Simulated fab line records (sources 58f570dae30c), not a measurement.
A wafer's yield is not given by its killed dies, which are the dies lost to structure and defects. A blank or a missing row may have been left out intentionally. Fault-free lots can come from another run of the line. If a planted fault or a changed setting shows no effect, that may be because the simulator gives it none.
Which tool is to blame? | flow berkeley_cmos170 | 13 lots, 39 wafers sampled, at 2 steps of a route of 331

== WHAT EACH GAUGE READ, for each wafer ==
UCB170_START_BOW_MEAS_00. Usual: INCOMING_BOW gives 1 um (standard deviation 6.5).
lot  | measured    | on            | INCOMING_BOW (um) | flag
L942 | day 1 10:00 | film_metro-02 | -9 0 -11          |
L943 | day 1 15:00 | film_metro-02 | 0 7 -2            |
L944 | day 1 20:05 | film_metro-04 | 6 7 5             |
L946 | day 2 06:02 | film_metro-04 | 3 -2 5            |
L947 | day 2 11:00 | film_metro-02 | 10 13 0           |
L949 | day 2 21:04 | film_metro-02 | 11 -10 9          |
L950 | day 3 02:00 | film_metro-04 | 16 1 -4           |
L952 | day 3 12:00 | film_metro-02 | 7 3 -3            |
L953 | day 3 17:02 | film_metro-01 | 5 18 -12          |
L959 | day 4 23:00 | film_metro-01 | -6 -3 10          |
L960 | day 5 04:00 | film_metro-04 | -9 -1 4           |
L961 | day 5 09:01 | film_metro-01 | -1 0 -2           |
L965 | day 6 05:02 | film_metro-01 | 3 1 3             |

UCB170_START_THK_MEAS_03. Usual: START_OXIDE_THK gives 20.1 nm (standard deviation 0.37).
lot  | measured    | on            | START_OXIDE_THK (nm) | flag
L942 | day 1 15:08 | film_metro-01 | 19.8 20.0 20.0       |
L943 | day 1 21:05 | film_metro-02 | 19.8 19.8 20.0       |
L944 | day 2 02:27 | film_metro-02 | 20.2 20.6 20.2       |
L946 | day 2 10:31 | film_metro-02 | 20.7 20.7 20.8       |
L947 | day 2 21:06 | film_metro-04 | 20.0 19.8 20.5       |
L949 | day 3 10:53 | film_metro-01 | 19.4 19.4 19.6       |
L950 | day 3 10:51 | film_metro-02 | 20.4 20.6 20.4       |
L952 | day 3 20:04 | film_metro-01 | 20.1 19.9 20.4       |
L953 | day 3 20:05 | film_metro-04 | 19.4 19.7 19.9       |
L959 | day 5 04:35 | film_metro-04 | 20.0 19.7 19.7       |
L960 | day 5 11:18 | film_metro-02 | 20.5 20.2 20.4       |
L961 | day 5 11:19 | film_metro-04 | 20.2 20.0 20.0       |
L965 | day 6 07:49 | film_metro-02 | 19.7 19.7 19.6       |

== TOOL THAT RAN EACH LOT (tool first, then ch and the chambers of the sampled wafers, then the start) ==
The record holds no process step before these readings.

== AS READ BY THE TOOLS THEMSELVES (means over the sampled wafers that have a number; for cases with no such wafer, the mark the record gives instead) ==
The record holds no such reading with a usual standard deviation.

== THE ANSWER, worked out from the rows above alone ==
Rule: a lot is off if the mean of its wafers that have a number lies more than 3 standard deviations from the usual mean. A lot without any number at a reading at which 4 lots or more have one is off too. Any other lot the step has rows for is counted as sound. After the gauges, taken in route order, come the tools' own readings; for these a lot's mean is taken, as printed above. The first step at which some lot is off is used, and at that step the reading that is off furthest; a lot without a number counts as furthest.
No lot is off on any of the readings shown, so nothing can be concluded from this.

== WHAT THE SIMULATOR HAD INSERTED ==
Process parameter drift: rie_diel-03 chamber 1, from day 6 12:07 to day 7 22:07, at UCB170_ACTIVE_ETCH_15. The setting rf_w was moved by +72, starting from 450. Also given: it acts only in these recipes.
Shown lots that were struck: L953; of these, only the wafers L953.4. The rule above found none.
